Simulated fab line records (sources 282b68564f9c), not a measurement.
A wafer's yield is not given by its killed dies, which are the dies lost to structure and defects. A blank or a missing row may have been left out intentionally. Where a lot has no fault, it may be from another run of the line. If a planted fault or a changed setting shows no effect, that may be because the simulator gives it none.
A struck lot beside a sound one    flow ritCmos    43 steps out of a route of 202
Sound: the wafers L423.3, L423.4, L423.6. The struck wafers were L428.1, L428.2, L428.4. The cause is named last.
Per side, at each step with rows, come the tool, then ch with its chambers, and then its first start. Under that, the readings that differ: sound wafers    struck wafers    difference of the means    sigmas: that difference in standard deviations of wafers without a fault.
alike: readings whose means differ by less than 2 such deviations, and words and numbers that are the same on both sides. not compared: withheld readings, readings that some wafer has no value for, bounds like >300 that may hide the same value, and numbers for which the record gives no deviation and whose values overlap.
The two part at a step that has a row with sigmas, a row that says differs or no value, or rows on one side only. Non-overlapping numbers with no deviation appear without sigmas and do not part them. Lack of a reading on every wafer of one side parts them only where that side has two or more wafers.

first, 4 steps without rows for these wafers: RIT_SDANNEAL_CLEAN_00 (cleans in SC1, time 600 s); RIT_SDANNEAL_CLEAN_01 (cleans in dHF, time 30 s); RIT_SDANNEAL_CLEAN_02 (cleans in SC2, time 600 s); RIT_SDANNEAL_RTA_03 (time 5 s).
RIT_SDANNEAL_RS_MEAS_04: measures by four-point-probe.
  sound: filmMetro-02 at day 3 11:20; struck: filmMetro-02 at day 4 16:11
  alike: PSD_RS
RIT_SDANNEAL_RS_MEAS_05: measures by four-point-probe.
  sound: filmMetro-02 at day 3 11:28; struck: filmMetro-02 at day 4 16:19
  alike: NSD_RS
RIT_SDANNEAL_RS_MEAS_06: measures by four-point-probe.
  sound: filmMetro-02 at day 3 11:35; struck: filmMetro-02 at day 4 16:26
  alike: PLDD_RS
RIT_SDANNEAL_RS_MEAS_07: measures by four-point-probe.
  sound: filmMetro-02 at day 3 11:42; struck: filmMetro-02 at day 4 16:33
  alike: NLDD_RS
then, 1 step without rows for these wafers: RIT_SILICIDE_WET_ETCH_00 (etches SiO2 in BOE, target depth 14 nm, time 15 s).
RIT_SILICIDE_SPUTTER_01: material Ti, target thk 30 nm, time 240 s.
  sound: pvdSputter-02 at day 3 11:48; struck: pvdSputter-04 at day 4 16:41
  alike: throttleValvePct
RIT_SILICIDE_RS_MEAS_02: measures by four-point-probe.
  sound: filmMetro-01 at day 3 11:59; struck: filmMetro-01 at day 4 16:50
  alike: SILICIDE_TI_RS
RIT_SILICIDE_THK_MEAS_03: measures by xrf.
  sound: filmMetro-01 at day 3 12:05; struck: filmMetro-01 at day 4 16:58
  alike: SILICIDE_TI_THK
RIT_SILICIDE_RTA_04: time 10 s, ramp up 5 s, ramp down 5 s.
  sound on rtpAnneal-02 ch 0, day 3 12:09; struck on rtpAnneal-01 ch 0, day 4 17:01
  alike: wafer_temp_C_max
then, 2 steps without rows for these wafers: RIT_SILICIDE_WET_ETCH_05 (etches Ti in SPM, time 120 s); RIT_SILICIDE_RTA_06 (time 10 s, ramp up 5 s, ramp down 10 s).
RIT_CONTACT_CVD_00: deposits SiO2 from TEOS, target thk 400 nm, time 61 s.
  sound on pecvd-02 ch 1,2, day 3 12:18; struck on pecvd-03 ch 1,2, day 4 17:11
  alike: heaterPowerW
RIT_CONTACT_THK_MEAS_01:
  sound: filmMetro-02 at day 3 12:22; struck: filmMetro-04 at day 4 17:14
  alike: CONTACT_TEOS_THK
then, 6 steps without rows for these wafers: RIT_CONTACT_HMDS_02 (prime time 60 s); RIT_CONTACT_COAT_03 (resist thk 1000 nm); RIT_CONTACT_SOFTBAKE_04 (time 60 s); RIT_CONTACT_EXPOSE_05 (exposes mask M11, target cd 1000 nm); RIT_CONTACT_PEB_06; RIT_CONTACT_DEVELOP_07 (develop time 120 s).
RIT_CONTACT_CD_MEAS_08: target cd 1000 nm.
  sound: cdSem-02 at day 3 13:25; struck: cdSem-02 at day 4 18:23
  alike: cdNm
RIT_CONTACT_OVL_MEAS_09:
  sound: overlay-01 at day 3 13:31; struck: overlay-01 at day 4 18:31
  alike: CONTACT_OVL
then, 1 step without rows for these wafers: RIT_CONTACT_HARDBAKE_10 (time 60 s).
RIT_CONTACT_ETCH_11: etches SiO2 in CHF3/CF4/Ar, stops on TiSi2, target depth 480 nm, time 320 s.
  sound on rieDiel-04 ch 1,2,3, day 3 13:41; struck on rieDiel-02 ch 0,1,3, day 4 18:42
reading                   sound        struck       difference  sigmas
drypumpMotorCurrentA (A)  5.3 5.0 5.6  5.9 6.5 6.8  +1.1        +2
  alike: oesProductAu, throttleValvePct
  not compared: rfHoursCounterH
RIT_CONTACT_STRIP_12: strips in O2, time 180 s.
  sound on plasmaAsher-01 ch 0,1, day 3 13:56; struck on plasmaAsher-01 ch 0,1, day 4 18:53
  alike: drypumpMotorCurrentA, o2FlowSccm
  not compared: rfHoursCounterH
RIT_CONTACT_CD_MEAS_90: target cd 1000 nm.
  sound: cdSem-01 at day 3 14:05; struck: cdSem-01 at day 4 19:04
  alike: cdNm
then, 2 steps without rows for these wafers: RIT_CONTACT_CLEAN_13 (cleans in SC1, time 600 s); RIT_CONTACT_CLEAN_14 (cleans in SC2, time 600 s).
RIT_M1_SPUTTER_00: material Al, target thk 400 nm, time 500 s.
  sound: pvdSputter-01 at day 3 14:32; struck: pvdSputter-03 at day 4 19:33
  alike: throttleValvePct
RIT_M1_RS_MEAS_01: measures by four-point-probe.
  sound: filmMetro-04 at day 3 14:52; struck: filmMetro-04 at day 4 19:51
  alike: M1_AL_RS
RIT_M1_THK_MEAS_02: measures by xrf.
  sound: filmMetro-04 at day 3 14:58; struck: filmMetro-04 at day 4 19:58
  alike: M1_AL_THK
then, 6 steps without rows for these wafers: RIT_M1_HMDS_03 (prime time 60 s); RIT_M1_COAT_04 (resist thk 1300 nm); RIT_M1_SOFTBAKE_05 (time 60 s); RIT_M1_EXPOSE_06 (exposes mask M12, target cd 2600 nm); RIT_M1_PEB_07; RIT_M1_DEVELOP_08 (develop time 68 s).
RIT_M1_CD_MEAS_09: target cd 2600 nm.
  sound: cdSem-02 at day 3 15:56; struck: cdSem-02 at day 4 20:55
  alike: cdNm
RIT_M1_OVL_MEAS_10:
  sound: overlay-01 at day 3 16:02; struck: overlay-01 at day 4 21:02
reading      sound           struck       difference  sigmas
M1_OVL (nm)  -3.6 -2.2 -3.0  1.1 0.6 0.5  +3.7        +3
RIT_M1_PROBE_99:
  sound: prober-01 at day 3 19:34; struck: prober-02 at day 4 23:34
reading                         sound              struck             difference  sigmas
model.etest.npolyLine.rsOhmSq   16.69 16.99 16.9   17.3 17.22 17.23   +0.4        
model.etest.ppolyLine.rsOhmSq   16.12 16.42 16.47  16.97 16.62 16.86  +0.48       
model.etest.npolySal.rsOhmSq    4.274 4.282 4.281  4.466 4.409 4.487  +0.175      
model.etest.ppolySal.rsOhmSq    4.221 4.271 4.258  4.435 4.437 4.498  +0.207      
model.etest.pplusSal.rsOhmSq    4.199 4.245 4.275  4.426 4.376 4.467  +0.183      
model.etest.nplusSal.rsOhmSq    4.237 4.277 4.24   4.401 4.395 4.443  +0.162      
model.etest.nplusSal.lineOhmUm  1.233 1.245 1.237  1.267 1.275 1.29   +0.039      
  alike: killedAtContacts, killedAtFrontEnd, killedDies, killedOpen, killedShort

== WHERE THEY PART ==
First at RIT_CONTACT_ETCH_11; last, within this record, at RIT_M1_OVL_MEAS_10. Later steps at which nothing parts them and some readings are alike: RIT_M1_PROBE_99.

WHY: the cause the simulator had injected
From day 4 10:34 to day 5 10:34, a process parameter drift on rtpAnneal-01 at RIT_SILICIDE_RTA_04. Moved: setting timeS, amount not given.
